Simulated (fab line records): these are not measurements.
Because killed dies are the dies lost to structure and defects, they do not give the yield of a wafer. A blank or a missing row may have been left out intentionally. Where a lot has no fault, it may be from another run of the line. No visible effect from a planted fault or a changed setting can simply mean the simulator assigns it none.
Comparing a struck lot with a sound one    flow berkeleyCmos170    17 steps out of a route of 331
Sound: the wafers L769.1, L769.3, L769.4. Wafers struck: L776.1, L776.4, L776.6. The cause is given at the end.
At each step with rows: each side's tool, then ch and its chambers, then its first start. Under that, the readings that differ: sound wafers    struck wafers    difference of the means    sigmas: that difference in standard deviations of wafers without a fault.
alike: readings whose means differ by less than 2 such deviations, and words and numbers that are the same on both sides. not compared: withheld readings, readings that some wafer has no value for, bounds like >300 that may hide the same value, and numbers for which the record gives no deviation and whose values overlap.
The two part at a step that has a row with sigmas, a row that says differs or no value, or rows on one side only. Non-overlapping numbers with no deviation appear without sigmas and do not part them. Lack of a reading on every wafer of one side parts them only where that side has two or more wafers.

UCB170_SACOX_THK_MEAS_02:
  sound on filmMetro-04 at day 4 23:08; struck on filmMetro-03 at day 6 16:36
  alike: SACOX_OXIDE_THK
then, 2 steps without rows for these wafers: UCB170_SCREENOX_WET_ETCH_00 (etches SiO2 in dHF, time 200 s); UCB170_SCREENOX_OXIDATION_01 (target thk 14.4 nm, ox time 2400 s).
UCB170_SCREENOX_THK_MEAS_02:
  sound on filmMetro-03 at day 5 03:13; struck on filmMetro-01 at day 6 21:16
reading                  sound           struck          difference  sigmas
SCREENOX_OXIDE_THK (nm)  14.6 14.4 14.6  13.7 13.7 13.8  -0.8        -3
then, 7 steps without rows for these wafers: UCB170_SCREENOX_ANNEAL_03 (time 900 s); UCB170_NVT_HMDS_00 (prime time 60 s); UCB170_NVT_COAT_01 (resist thk 900 nm); UCB170_NVT_SOFTBAKE_02 (time 60 s); UCB170_NVT_EXPOSE_03 (exposes mask PWELL, target cd 3000 nm); UCB170_NVT_PEB_04; UCB170_NVT_DEVELOP_05 (develop time 45 s).
UCB170_NVT_OVL_MEAS_06:
  sound on overlay-02 at day 5 08:45; struck on overlay-01 at day 7 06:04
  alike: NVT_OVL
UCB170_NVT_IMPLANT_07:
  sound on implanter-02 ch 0, day 5 08:47; struck on implanter-04 ch 0, day 7 06:25
  alike: beamOnS
UCB170_NVT_STRIP_08: strips in O2.
  sound on plasmaAsher-02 ch 0,1, day 5 08:56; struck on plasmaAsher-02 ch 0,1, day 7 06:34
  alike: drypumpMotorCurrentA, o2FlowSccm, oesProductAu, stripTimeToEndpointS
  not compared: rfHoursCounterH
UCB170_NVT_TW_MEAS_09:
  sound on filmMetro-04 at day 5 09:02; struck on filmMetro-04 at day 7 06:40
reading  sound        struck       difference  sigmas
NVT_TW   526 527 527  649 644 650  +121        +26
then, 1 step without rows for these wafers: UCB170_NVT_CLEAN_10 (cleans in SPM, time 600 s).
-- the record jumps here: 3 days lie between the struck wafers' starts before and after (it left off in module NVT and takes up again in module M3, whose first step shown is number 331 of the route) --
UCB170_M3_PROBE_99:
  record: rows for the struck wafers here (prober-02, day 9 22:05), none for the sound ones

## WHERE THEY PART
Earliest at UCB170_SCREENOX_THK_MEAS_02; latest, in this record, at UCB170_M3_PROBE_99.

WHY: what had been put in by the simulator
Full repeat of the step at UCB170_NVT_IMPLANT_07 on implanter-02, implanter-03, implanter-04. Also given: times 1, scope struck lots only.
